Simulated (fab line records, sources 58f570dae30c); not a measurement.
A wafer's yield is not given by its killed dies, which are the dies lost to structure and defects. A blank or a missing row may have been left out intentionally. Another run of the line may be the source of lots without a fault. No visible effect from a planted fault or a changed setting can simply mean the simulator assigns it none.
A struck lot beside a sound one + flow berkeley cmos170 + 14 steps out of a route of 331
Sound: these wafers, L246.1, L246.3, L246.6. Wafers struck: L245.1, L245.2, L245.6. The cause comes at the end.
At each step with rows: each side's tool, then ch and its chambers, then its first start. Under that, the readings that differ: sound wafers + struck wafers + difference of the means + sigmas: that difference in standard deviations of wafers without a fault.
alike: readings whose means differ by less than 2 such deviations, and words and numbers that are the same on both sides. not compared: withheld readings, readings that some wafer has no value for, bounds like >300 that may hide the same value, and numbers for which the record gives no deviation and whose values overlap.
The two part at a step that has a row with sigmas, a row that says differs or no value, or rows on one side only. Numbers that don't overlap but have no deviation are shown without sigmas and don't part them. A reading that every wafer of one side lacks parts them only if that side has two wafers or more.

UCB170_M3_SPUTTER_01: material Al, target thk 900 nm, time 120 s.
  struck on pvd sputter-04, day 9 15:13; sound on pvd sputter-04, day 9 12:59
  alike: chamber pressure pa, throttle valve pct
UCB170_M3_RS_MEAS_02: the measuring method here is four-point-probe.
  struck on film metro-04, day 9 15:17; sound on film metro-02, day 9 13:05
  alike: M3_AL_RS
UCB170_M3_THK_MEAS_03: measures by xrf.
  struck on film metro-04, day 9 15:25; sound on film metro-02, day 9 13:12
  alike: M3_AL_THK
then, 3 steps without rows for these wafers: UCB170_M3_HMDS_04 (prime time 60 s); UCB170_M3_COAT_05 (resist thk 900 nm); UCB170_M3_SOFTBAKE_06 (time 60 s).
UCB170_M3_STRIP_07: strips in O2.
  sound on plasma asher-02 ch 0, day 9 13:43; struck on plasma asher-02 ch 0,1, day 9 16:07
  alike: drypump motor current A, oes product au, strip time to endpoint s
  not compared: rf hours counter h
then, 5 steps without rows for these wafers: UCB170_M3_STRIP_08 (strips KrF in DMSO, time 600 s); UCB170_M3_COAT_09; UCB170_M3_COAT_10 (resist thk 900 nm); UCB170_M3_SOFTBAKE_11 (time 60 s); UCB170_M3_EXPOSE_12 (exposes mask METAL3, target cd 700 nm).
UCB170_M3_PEB_13:
  struck on litho track-03, day 9 17:17; sound on litho track-01 ch 0, day 9 15:11
  no value came back on the struck wafers for chill plate temp C (C), exhaust pa (Pa); on the sound wafers chill plate temp C (C) reads 22.96 22.99 22.90
then, 1 step without rows for these wafers: UCB170_M3_DEVELOP_14 (develop time 45 s).

## WHERE THEY PART
Only at UCB170_M3_PEB_13, as far as this record shows.

WHY: whatever the simulator had introduced
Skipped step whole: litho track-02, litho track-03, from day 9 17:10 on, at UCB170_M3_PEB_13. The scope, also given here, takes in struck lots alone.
